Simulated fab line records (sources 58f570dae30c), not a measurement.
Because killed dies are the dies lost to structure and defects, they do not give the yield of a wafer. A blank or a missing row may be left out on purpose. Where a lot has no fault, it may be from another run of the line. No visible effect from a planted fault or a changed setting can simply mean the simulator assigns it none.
Which tool did it? | flow berkeley cmos170 | 14 lots with 42 wafers sampled at 4 steps, on a route of 331 steps

WHAT EACH GAUGE READ, for each wafer
UCB170_NSD_TW_MEAS_10. Usual: NSD_TW typically reads 4188, with standard deviation 36.
lot  | measured     | on            | NSD_TW         | flag
L759 | day 7 00:16  | film metro-04 | 4153 4153 4187 |
L758 | day 7 00:19  | film metro-02 | 4251 4214 4227 |
L760 | day 7 01:08  | film metro-04 | 4146 4170 4176 |
L762 | day 7 13:14  | film metro-01 | 4165 4168 4185 |
L764 | day 8 00:07  | film metro-02 | 4228 4218 4236 |
L763 | day 8 00:20  | film metro-04 | 4143 4140 4145 |
L766 | day 8 04:59  | film metro-02 | 4196 4221 4215 |
L769 | day 9 10:23  | film metro-02 | 4224 4234 4221 |
L772 | day 9 20:58  | film metro-04 | 4138 4148 4154 |
L771 | day 9 21:13  | film metro-01 | 3697 3680 3702 | OFF
L770 | day 9 21:32  | film metro-01 | 3684 3681 3690 | OFF
L777 | day 10 00:19 | film metro-01 | 4193 4167 4181 |
L775 | day 10 09:29 | film metro-02 | 4232 4193 4198 |
L780 | day 11 08:55 | film metro-01 | 4167 4182 4201 |

UCB170_SDANNEAL_RS_MEAS_03: measurement is done with a four-point probe. Usual: NSD_RS typically reads 37.24 ohm/sq, with standard deviation 0.097.
lot  | measured     | on            | NSD_RS (ohm/sq)   | flag
L759 | day 7 01:46  | film metro-04 | 37.34 37.34 37.35 |
L758 | day 7 02:05  | film metro-01 | 37.25 37.09 37.08 |
L760 | day 7 02:53  | film metro-01 | 37.15 37.17 37.05 |
L762 | day 7 14:41  | film metro-01 | 37.28 37.25 37.25 |
L764 | day 8 02:15  | film metro-01 | 37.22 37.37 37.29 |
L763 | day 8 02:01  | film metro-04 | 37.12 37.03 37.00 |
L766 | day 8 06:23  | film metro-01 | 37.07 37.25 37.12 |
L769 | day 9 11:35  | film metro-04 | 37.26 37.23 37.12 |
L772 | day 9 22:29  | film metro-01 | 37.07 37.00 37.06 |
L771 | day 9 23:04  | film metro-02 | 68.97 68.55 68.94 | OFF
L770 | day 9 23:30  | film metro-04 | 68.81 68.54 68.66 | OFF
L777 | day 10 01:47 | film metro-04 | 37.26 37.28 37.28 |
L775 | day 10 10:41 | film metro-04 | 37.20 37.35 37.15 |
L780 | day 11 10:08 | film metro-04 | 37.27 37.20 37.18 |

WHICH TOOL RAN EACH LOT (tool, then ch and the chambers of the sampled wafers, then the start)
lot  | UCB170_NSD_IMPLANT_08           | UCB170_NSD_STRIP_09
L759 | implanter-04 ch 0, day 7 00:01  | plasma asher-02 ch 0,1, day 7 00:10
L758 | implanter-03 ch 0, day 7 00:04  | plasma asher-03 ch 1, day 7 00:13
L760 | implanter-04 ch 0, day 7 00:55  | plasma asher-04 ch 0,1, day 7 01:01
L762 | implanter-02 ch 0, day 7 13:01  | plasma asher-03 ch 0,1, day 7 13:08
L764 | implanter-04 ch 0, day 7 23:53  | plasma asher-02 ch 0,1, day 8 00:01
L763 | implanter-03 ch 0, day 8 00:05  | plasma asher-04 ch 0,1, day 8 00:14
L766 | implanter-03 ch 0, day 8 04:45  | plasma asher-03 ch 0,1, day 8 04:52
L769 | implanter-04 ch 0, day 9 10:08  | plasma asher-04 ch 0,1, day 9 10:17
L772 | implanter-02 ch 0, day 9 20:43  | plasma asher-02 ch 0,1, day 9 20:52
L771 | implanter-04 ch 0, day 9 20:58  | plasma asher-04 ch 0,1, day 9 21:07
L770 | implanter-04 ch 0, day 9 21:18  | plasma asher-04 ch 1, day 9 21:25
L777 | implanter-02 ch 0, day 10 00:05 | plasma asher-02 ch 0,1, day 10 00:13
L775 | implanter-02 ch 0, day 10 09:14 | plasma asher-03 ch 0,1, day 10 09:23
L780 | implanter-03 ch 0, day 11 08:41 | plasma asher-02 ch 0,1, day 11 08:48
- UCB170_NSD_IMPLANT_08
- UCB170_NSD_STRIP_09: strips in O2.

WHAT THE TOOLS THEMSELVES READ (means of the sampled wafers that have a number; where no wafer has one, the mark that the record gives instead)
UCB170_NSD_IMPLANT_08. Usual: dose ions cm2 3.001e+15, standard deviation 3e+12; end station pressure torr 1.25e-05 Torr, standard deviation 6.4e-07; faraday current uA 9262, standard deviation 170.
lot  | tool         | dose ions cm2 | end station pressure torr (Torr) | faraday current uA | flag
L759 | implanter-04 | 3.000e+15     | 1.28e-05                         | 9302               |
L758 | implanter-03 | 2.997e+15     | 1.22e-05                         | 9431               |
L760 | implanter-04 | 3.003e+15     | 1.29e-05                         | 9386               |
L762 | implanter-02 | 3.001e+15     | 1.21e-05                         | 9358               |
L764 | implanter-04 | 2.998e+15     | 1.29e-05                         | 9277               |
L763 | implanter-03 | 2.999e+15     | 1.27e-05                         | 9385               |
L766 | implanter-03 | 2.996e+15     | 1.28e-05                         | 9188               |
L769 | implanter-04 | 3.001e+15     | 1.24e-05                         | 9373               |
L772 | implanter-02 | 3.001e+15     | 1.25e-05                         | 9271               |
L771 | implanter-04 | 1.200e+15     | 7.83e-06                         | 3702               | OFF
L770 | implanter-04 | 1.198e+15     | 7.77e-06                         | 3736               | OFF
L777 | implanter-02 | 3.003e+15     | 1.28e-05                         | 9409               |
L775 | implanter-02 | 3.002e+15     | 1.24e-05                         | 9232               |
L780 | implanter-03 | 3.001e+15     | 1.31e-05                         | 9365               |

UCB170_NSD_STRIP_09. Usual: drypump motor current A 5.4 A, standard deviation 0.43; oes product au 0.534 a.u., standard deviation 0.0048; strip time to endpoint s 35.85 s, standard deviation 0.068.
lot  | tool            | drypump motor current A (A) | oes product au (a.u.) | strip time to endpoint s (s) | flag
L759 | plasma asher-02 | 5.6                         | 0.537                 | 35.90                        |
L758 | plasma asher-03 | 5.6                         | 0.535                 | 35.80                        |
L760 | plasma asher-04 | 5.2                         | 0.539                 | 35.94                        |
L762 | plasma asher-03 | 5.4                         | 0.535                 | 35.79                        |
L764 | plasma asher-02 | 5.7                         | 0.536                 | 35.86                        |
L763 | plasma asher-04 | 5.5                         | 0.530                 | 35.88                        |
L766 | plasma asher-03 | 5.4                         | 0.535                 | 35.90                        |
L769 | plasma asher-04 | 5.5                         | 0.529                 | 35.81                        |
L772 | plasma asher-02 | 5.7                         | 0.530                 | 35.92                        |
L771 | plasma asher-04 | 5.2                         | 0.618                 | 27.83                        | OFF
L770 | plasma asher-04 | 5.9                         | 0.622                 | 27.82                        | OFF
L777 | plasma asher-02 | 5.6                         | 0.533                 | 35.74                        |
L775 | plasma asher-03 | 5.2                         | 0.540                 | 35.79                        |
L780 | plasma asher-02 | 5.7                         | 0.533                 | 35.97                        |

THE ANSWER, worked out from the rows above alone
Rule: a lot counts as off when the mean over its wafers that have a number is more than 3 standard deviations away from the usual mean. Also off: a lot with no number at a reading for which 4 or more lots have one. Where the step has rows for the other lots, those lots are counted as sound. The gauges are gone through in route order, then the tools' own readings, and for those a lot's mean is taken as printed above. At the first step where some lot is off, the reading lying furthest off is the one used; lots without a number count as furthest.
Off: L771, L770, seen at UCB170_NSD_TW_MEAS_10 (NSD_TW).
A tool fits if, at a process step before that reading, it ran every lot that is off, and no sound lot after the first of them. Not tried: the gauges at UCB170_NSD_TW_MEAS_10; whatever is off there is also off at UCB170_SDANNEAL_RS_MEAS_03, on other tools, and gauge error can't account for it. This does not decide it: 2 tools fit, namely implanter-04 at UCB170_NSD_IMPLANT_08 and plasma asher-04 at UCB170_NSD_STRIP_09.

WHAT HAD BEEN PUT IN BY THE SIMULATOR
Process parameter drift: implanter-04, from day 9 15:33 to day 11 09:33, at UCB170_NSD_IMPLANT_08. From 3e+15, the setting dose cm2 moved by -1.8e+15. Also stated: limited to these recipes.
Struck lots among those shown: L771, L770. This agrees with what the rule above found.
